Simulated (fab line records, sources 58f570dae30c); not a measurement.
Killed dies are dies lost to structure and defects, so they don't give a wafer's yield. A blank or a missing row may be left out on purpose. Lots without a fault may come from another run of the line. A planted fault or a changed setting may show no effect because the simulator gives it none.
Tool commonality check | flow berkeley_cmos170 | 14 lots, 42 wafers sampled

WHY IT WAS OPENED
At UCB170_NWELL_TW_MEAS_16 the reading NWELL_TW is flagged on 2 of 14 lots. Wafers without a fault read 1242, standard deviation 7.
Rule: a lot is flagged when every wafer of it that has a number lies more than 4 standard deviations from that mean, or none has a number. The other lots count as sound.

lot  | measured    | on            | NWELL_TW, wafer by wafer | flag
L611 | day 3 02:16 | film_metro-03 | 1247 1249 1250           |
L612 | day 3 02:33 | film_metro-02 | 1233 1239 1237           |
L613 | day 3 09:52 | film_metro-01 | 1233 1238 1234           |
L615 | day 3 17:43 | film_metro-02 | 1236 1236 1235           |
L614 | day 3 18:06 | film_metro-02 | 1233 1238 1244           |
L616 | day 4 02:38 | film_metro-02 | 1246 1240 1245           |
L618 | day 4 06:30 | film_metro-03 | 1236 1242 1245           |
L619 | day 4 15:18 | film_metro-03 | 1242 1244 1243           |
L620 | day 4 15:25 | film_metro-02 | 1236 1237 1241           |
L621 | day 4 22:08 | film_metro-03 | 1246 1243 1237           |
L623 | day 5 07:34 | film_metro-03 | 1250 1249 1242           |
L624 | day 5 07:42 | film_metro-03 | 1241 1243 1242           |
L625 | day 5 16:50 | film_metro-01 | 983 981 984              | FLAGGED
L629 | day 6 17:17 | film_metro-01 | 982 982 973              | FLAGGED
The numbers of the flagged lots are 981 on average: -261 against the usual, or -37 standard deviations.

WHICH TOOL RAN EACH LOT
The record holds 1 process step before the reading, out of a route of 331 steps. In each cell: the tool, then ch and the chambers that the sampled wafers went through, then the start.
lot  | flag    | UCB170_NWELL_IMPLANT_14
L611 |         | implanter-01 ch 0, day 3 02:02
L612 |         | implanter-01 ch 0, day 3 02:19
L613 |         | implanter-01 ch 0, day 3 09:38
L615 |         | implanter-01 ch 0, day 3 17:29
L614 |         | implanter-03 ch 0, day 3 17:51
L616 |         | implanter-03 ch 0, day 4 02:24
L618 |         | implanter-04 ch 0, day 4 06:15
L619 |         | implanter-01 ch 0, day 4 15:03
L620 |         | implanter-03 ch 0, day 4 15:11
L621 |         | implanter-01 ch 0, day 4 21:54
L623 |         | implanter-04 ch 0, day 5 07:13
L624 |         | implanter-01 ch 0, day 5 07:28
L625 | FLAGGED | implanter-01 ch 0, day 5 16:37
L629 | FLAGGED | implanter-01 ch 0, day 6 17:02
What these steps do:
- UCB170_NWELL_IMPLANT_14
- UCB170_NWELL_TW_MEAS_16

FLAGGED OVER TOTAL, TOOL BY TOOL (the gauges that took the reading come last)
step                    | tool          | lots run | flagged | share of the flagged lots | sound lots run after its first flagged lot
UCB170_NWELL_IMPLANT_14 | implanter-01  | 9        | 2       | all                       | 0
UCB170_NWELL_IMPLANT_14 | implanter-03  | 3        | 0       | none                      | -
UCB170_NWELL_IMPLANT_14 | implanter-04  | 2        | 0       | none                      | -
UCB170_NWELL_TW_MEAS_16 | film_metro-01 | 3        | 2       | all                       | 0
UCB170_NWELL_TW_MEAS_16 | film_metro-02 | 5        | 0       | none                      | -
UCB170_NWELL_TW_MEAS_16 | film_metro-03 | 6        | 0       | none                      | -

WHAT THE TABLE ALLOWS
2 rows of the table ran every flagged lot: implanter-01 at UCB170_NWELL_IMPLANT_14, film_metro-01 at UCB170_NWELL_TW_MEAS_16.
- implanter-01 at UCB170_NWELL_IMPLANT_14: 2 of its 9 lots flagged. Its last sound lot is L624 (day 5 07:28), its first flagged lot L625 (day 5 16:37): a fault that began between those two fits. Its own readings lie more than 4 standard deviations out on every wafer of the flagged lots: dose_ions_cm2, faraday_current_uA.
- film_metro-01 at UCB170_NWELL_TW_MEAS_16: 2 of its 3 lots flagged. Its last sound lot is L613 (day 3 09:52), its first flagged lot L625 (day 5 16:50): a fault that began between those two fits.
Counting lots can't tell these 2 tools apart, because each fits a fault that began at some hour. More lots, or a look at what each step does to the wafer, might.

WHAT THE SIMULATOR HAD PUT IN
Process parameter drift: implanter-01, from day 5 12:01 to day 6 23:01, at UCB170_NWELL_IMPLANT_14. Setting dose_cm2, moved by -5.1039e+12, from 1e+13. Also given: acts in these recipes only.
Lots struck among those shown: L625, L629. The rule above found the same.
